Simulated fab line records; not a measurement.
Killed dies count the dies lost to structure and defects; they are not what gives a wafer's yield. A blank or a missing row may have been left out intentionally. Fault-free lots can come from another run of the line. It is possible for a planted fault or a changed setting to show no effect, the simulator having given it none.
One fault seen from 2 desks || flow berkeley-cmos170 || only its own numbers are on each desk; what lay behind them is given at the end

== METROLOGY DESK ==
Means of the sampled wafers that have a number, per lot and without regard to the tool the lot ran on: this is what the gauges read. A lot is out of limits, marked OUT, if its mean lies more than 4 standard deviations from the usual mean; the brackets give that distance.
Columns: A = NSD_TW at UCB170_NSD_TW_MEAS_10, usual 4197; B = cd-nm at UCB170_CONTACT_CD_MEAS_15, usual 699.8 nm; C = M2_OVL at UCB170_M2_OVL_MEAS_16, usual 2 nm
{"lot": "L889", "first seen here": "day 8 08:37", "A": 4190, "B": 699.4, "C": 8}
{"lot": "L891", "first seen here": "day 8 18:07", "A": 4196, "B": 699.7, "C": 1}
{"lot": "L894", "first seen here": "day 8 18:22", "A": 4202, "B": 700.6, "C": 6}
{"lot": "L893", "first seen here": "day 8 18:51", "A": 4190, "B": 699.6, "C": 1}
{"lot": "L898", "first seen here": "day 10 01:41", "A": 4190, "B": 700.2, "C": -5}
{"lot": "L900", "first seen here": "day 10 17:24", "A": 4199, "B": 698.9, "C": -2}
{"lot": "L902", "first seen here": "day 10 17:55", "A": 4198, "B": "746.4 (+39) OUT", "C": 0}
{"lot": "L905", "first seen here": "day 11 03:02", "A": 4214, "B": "736.7 (+31) OUT", "C": -2}
{"lot": "L904", "first seen here": "day 11 03:31", "A": 4232, "B": 698.6, "C": 5}
{"lot": "L906", "first seen here": "day 11 19:34", "A": 4229, "B": 700.4, "C": 3}
{"lot": "L911", "first seen here": "day 12 13:16", "A": 4214, "B": 699.6, "C": 7}
{"lot": "L909", "first seen here": "day 12 13:29", "A": 4191, "B": 697.8, "C": 0}
{"lot": "L910", "first seen here": "day 12 13:37", "A": 4184, "B": 700.5, "C": 6}
{"lot": "L912", "first seen here": "day 12 13:47", "A": 4197, "B": 698.3, "C": 3}
This desk finds L902, L905 out of limits, L902 being first, at day 11 06:56 (cd-nm at UCB170_CONTACT_CD_MEAS_15). In limits: L889, L891, L894, L893, L898, L900, L904, L906, L911, L909, L910, L912.

== TOOL OWNER'S DESK, litho-track-01 ==
For each lot that ran on this tool, the mean over its sampled wafers that have a number, from the tool's own readings at UCB170_CONTACT_PEB_13. A lot is out of limits, marked OUT, if its mean lies more than 4 standard deviations from the usual mean; the brackets give that distance.
Columns: A = plate-temp-C at UCB170_CONTACT_PEB_13, usual 130.04 C
{"lot": "L900", "first seen here": "day 11 02:07", "A": 130.18}
{"lot": "L902", "first seen here": "day 11 06:36", "A": "140.77 (+77) OUT"}
{"lot": "L905", "first seen here": "day 11 10:22", "A": "140.69 (+76) OUT"}
This desk finds L902, L905 out of limits, L902 being first, at day 11 06:36 (plate-temp-C at UCB170_CONTACT_PEB_13). In limits: L900.

== ALL TOGETHER ==
The tool owner's desk could have raised an alarm at day 11 06:36, on L902, L905.
At day 11 06:56 the metrology desk could have sounded an alarm, on L902, L905.
The lots listed all ran UCB170_CONTACT_PEB_13 on litho-track-01.

== WHAT THE SIMULATOR HAD PUT IN ==
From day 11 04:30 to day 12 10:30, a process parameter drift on litho-track-01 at UCB170_CONTACT_PEB_13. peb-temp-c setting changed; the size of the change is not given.
Struck lots among those shown: L902, L905.
Fault start to first reading out of limits, in hours, per desk: tool owner, 2; metrology, 2.
